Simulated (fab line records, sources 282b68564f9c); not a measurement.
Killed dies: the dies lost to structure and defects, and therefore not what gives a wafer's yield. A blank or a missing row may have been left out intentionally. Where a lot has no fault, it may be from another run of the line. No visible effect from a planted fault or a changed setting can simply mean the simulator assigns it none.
Split-lot study :: flow ritCmos :: 23 wafers read across 5 lots, on a route 202 steps long

THE SPLIT ITSELF
At RIT_FOX1_OXIDATION_00 (target thk 350.7 nm, ox time 1130 s), the setting tempC was moved away from the recipe's 1100 C on 15 of the 23 wafers read, by -2.5% to +1.6%. This setting was run at the recipe's value on the other wafers.

Between the split and the reading, the file records no step.

THE READING
FOX1_OXIDE_THK (nm), taken at RIT_FOX1_THK_MEAS_01. Typical for fault-free wafers on this fab line: 346 nm, with standard deviation 3.7 nm.

wafer: L075.1
tool, chamber at the split: -, -
tempC as run, C: 1073
against the recipe: -2.5%
FOX1_OXIDE_THK, nm: 302
against lot-mates on the recipe: no lot-mate on the recipe

wafer: L075.3
tool, chamber at the split: -, -
tempC as run, C: 1073
against the recipe: -2.5%
FOX1_OXIDE_THK, nm: 302
against lot-mates on the recipe: no lot-mate on the recipe

wafer: L075.4
tool, chamber at the split: -, -
tempC as run, C: 1073
against the recipe: -2.5%
FOX1_OXIDE_THK, nm: 299
against lot-mates on the recipe: no lot-mate on the recipe

wafer: L075.5
tool, chamber at the split: -, -
tempC as run, C: 1073
against the recipe: -2.5%
FOX1_OXIDE_THK, nm: 307
against lot-mates on the recipe: no lot-mate on the recipe

wafer: L075.6
tool, chamber at the split: -, -
tempC as run, C: 1073
against the recipe: -2.5%
FOX1_OXIDE_THK, nm: 301
against lot-mates on the recipe: no lot-mate on the recipe

wafer: L076.1
tool, chamber at the split: -, -
tempC as run, C: 1085
against the recipe: -1.4%
FOX1_OXIDE_THK, nm: 323
against lot-mates on the recipe: no lot-mate on the recipe

wafer: L076.2
tool, chamber at the split: -, -
tempC as run, C: 1085
against the recipe: -1.4%
FOX1_OXIDE_THK, nm: 316
against lot-mates on the recipe: no lot-mate on the recipe

wafer: L076.3
tool, chamber at the split: -, -
tempC as run, C: 1085
against the recipe: -1.4%
FOX1_OXIDE_THK, nm: 317
against lot-mates on the recipe: no lot-mate on the recipe

wafer: L076.4
tool, chamber at the split: -, -
tempC as run, C: 1085
against the recipe: -1.4%
FOX1_OXIDE_THK, nm: 313
against lot-mates on the recipe: no lot-mate on the recipe

wafer: L076.5
tool, chamber at the split: -, -
tempC as run, C: 1085
against the recipe: -1.4%
FOX1_OXIDE_THK, nm: 311
against lot-mates on the recipe: no lot-mate on the recipe

wafer: L077.1
tool, chamber at the split: -, -
tempC as run, C: 1118
against the recipe: +1.6%
FOX1_OXIDE_THK, nm: 368
against lot-mates on the recipe: no lot-mate on the recipe

wafer: L077.2
tool, chamber at the split: -, -
tempC as run, C: 1118
against the recipe: +1.6%
FOX1_OXIDE_THK, nm: 372
against lot-mates on the recipe: no lot-mate on the recipe

wafer: L077.3
tool, chamber at the split: -, -
tempC as run, C: 1118
against the recipe: +1.6%
FOX1_OXIDE_THK, nm: 373
against lot-mates on the recipe: no lot-mate on the recipe

wafer: L077.5
tool, chamber at the split: -, -
tempC as run, C: 1118
against the recipe: +1.6%
FOX1_OXIDE_THK, nm: 366
against lot-mates on the recipe: no lot-mate on the recipe

wafer: L077.6
tool, chamber at the split: -, -
tempC as run, C: 1118
against the recipe: +1.6%
FOX1_OXIDE_THK, nm: 374
against lot-mates on the recipe: no lot-mate on the recipe

wafer: L082.2
tool, chamber at the split: furnace-04, 0
tempC as run, C: 1100
against the recipe: recipe
FOX1_OXIDE_THK, nm: 353
against lot-mates on the recipe: -

wafer: L082.5
tool, chamber at the split: furnace-04, 0
tempC as run, C: 1100
against the recipe: recipe
FOX1_OXIDE_THK, nm: 345
against lot-mates on the recipe: -

wafer: L082.6
tool, chamber at the split: furnace-04, 0
tempC as run, C: 1100
against the recipe: recipe
FOX1_OXIDE_THK, nm: 347
against lot-mates on the recipe: -

wafer: L085.1
tool, chamber at the split: -, -
tempC as run, C: 1100
against the recipe: recipe
FOX1_OXIDE_THK, nm: 343
against lot-mates on the recipe: -

wafer: L085.2
tool, chamber at the split: -, -
tempC as run, C: 1100
against the recipe: recipe
FOX1_OXIDE_THK, nm: 346
against lot-mates on the recipe: -

wafer: L085.4
tool, chamber at the split: -, -
tempC as run, C: 1100
against the recipe: recipe
FOX1_OXIDE_THK, nm: 342
against lot-mates on the recipe: -

wafer: L085.5
tool, chamber at the split: -, -
tempC as run, C: 1100
against the recipe: recipe
FOX1_OXIDE_THK, nm: 342
against lot-mates on the recipe: -

wafer: L085.6
tool, chamber at the split: -, -
tempC as run, C: 1100
against the recipe: recipe
FOX1_OXIDE_THK, nm: 341
against lot-mates on the recipe: -

FIT RESULTS
A straight line over all 23 wafers: FOX1_OXIDE_THK changes by +17.3 nm for each +1% of tempC; r = +0.99; the points scatter about the line by 4.2 nm.
Too few moved wafers with a lot-mate on the recipe to fit a line net of each lot's own level.

THE WHOLE CHAIN: every reading that the file lists as answering this split, in the file's order
step: RIT_FOX1_OXIDATION_00
what it does: target thk 350.7 nm, ox time 1130 s
reading: SiO2_of_FOX1_OXIDATION_00.thkNm (the simulator's own value, which no gauge read)
change (the file's fit): +17.2 nm for each +1% of the setting
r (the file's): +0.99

step: RIT_FOX1_THK_MEAS_01
what it does: 
reading: FOX1_OXIDE_THK
change (the file's fit): +17.2 for each +1% of the setting
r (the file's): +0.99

THE FILE'S OWN FIT
FOX1_OXIDE_THK changes by +17.2 nm for each +1% of tempC, r = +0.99.
